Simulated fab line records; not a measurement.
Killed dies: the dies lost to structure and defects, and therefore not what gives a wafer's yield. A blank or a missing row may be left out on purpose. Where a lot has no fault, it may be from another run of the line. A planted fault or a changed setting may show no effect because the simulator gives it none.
Problem report, 8D (eight disciplines) form, completed by code | flow ritCmos | the parts of the form that need people (team, actions taken, sign-off) are left out

1. THE ISSUE
NLDD_TW at RIT_NLDD_TW_MEAS_10 reads a mean of 2831 on 6 wafers of 2 lots; wafers without a fault read 2493 with a standard deviation of 31. That puts it +11 standard deviations away from the usual mean.
The first sign was on wafer L182.2 at day 5 10:02, on filmMetro-04. The record has a number at this step for 42 wafers belonging to 14 lots. Rule for "out" (also "out of limits"): further than 4 standard deviations from the usual mean. Any other wafer with a number is counted as sound.

2. WHAT IT IS, WHAT IT ISN'T
question                    | is                         | is not
which readings at this step | NLDD_TW                    | -
which lots                  | L182, L186                 | L170, L171, L172, L173, L174, L175, L176, L177, L178, L185, L190, L191
which wafers of those lots  | all that have a number     | -
read on which gauges        | filmMetro-03, filmMetro-04 | filmMetro-01
when                        | from day 5 10:02           | up to then (27 sound wafers); but 9 sound wafers of L185, L190, L191 came after

3. SUSPECTS, AND WHAT RULES EACH OUT
Counting: a tool stays on the suspect list if, at a process step up to the reading, it processed all lots that are out and no sound lot following the first of them.
- the gauge at RIT_NLDD_TW_MEAS_10 is ruled out. 2 gauges (filmMetro-03, filmMetro-04) read the wafers that are out.
- implanter-04 at RIT_NLDD_IMPLANT_08: kept. Every lot that is out went through it, starting with L182 (day 5 09:43), and after that it ran no sound lot; the last sound lot it ran before then is L173 (day 3 21:23). Out on those wafers are its own readings of doseIonsCm2, faradayCurrentUA.
Remaining after the count: implanter-04 at RIT_NLDD_IMPLANT_08.

4. THE CAUSE (what the simulator had put in)
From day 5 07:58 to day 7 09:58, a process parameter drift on implanter-04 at RIT_NLDD_IMPLANT_08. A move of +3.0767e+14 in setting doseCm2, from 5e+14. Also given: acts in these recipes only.
This tool alone remained once counting was done.

5. SEQUENCE OF EFFECTS, ordered by route
Each row: a reading where the mean over the struck wafers with a number is more than 3 standard deviations away from the usual. Scope: only readings with a usual standard deviation given in the record; hours: median across lots of the time from each lot's start at the first step in this table that gives one to its start at this step; sigmas: change in usual standard deviations.
hours | step                    | reading                | usual        | on struck wafers | change     | sigmas
0     | RIT_NLDD_IMPLANT_08     | doseIonsCm2            | 4.999e+14    | 8.079e+14        | +3.080e+14 | +99 or more
0     | RIT_NLDD_IMPLANT_08     | endStationPressureTorr | 6.3e-06 Torr | 7.4e-06          | +1.1e-06   | +3.1
0     | RIT_NLDD_IMPLANT_08     | faradayCurrentUA       | 1568         | 2518             | +950       | +32
0     | RIT_NLDD_TW_MEAS_10     | NLDD_TW                | 2493         | 2831             | +338       | +11
8     | RIT_SDANNEAL_RS_MEAS_07 | NLDD_RS                | 151.5 ohm/sq | 102.6            | -48.9      | -89
It contains these process steps:
- RIT_NLDD_IMPLANT_08

6. WHAT WOULD HAVE CAUGHT IT SOONER
The first out-of-limits reading at a measuring or inspecting step in this record came at day 5 10:02, 2 hours after the fault's start at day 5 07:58.
The tool's own readings at RIT_NLDD_IMPLANT_08 were out on every struck wafer that the step has a row for (doseIonsCm2, faradayCurrentUA): an alarm limit on them would have fired on the first of those.
L186, from the lots that are out (2), started RIT_NLDD_IMPLANT_08 on implanter-04 later than day 5 10:02. A tool hold placed at that time would have kept it from harm.
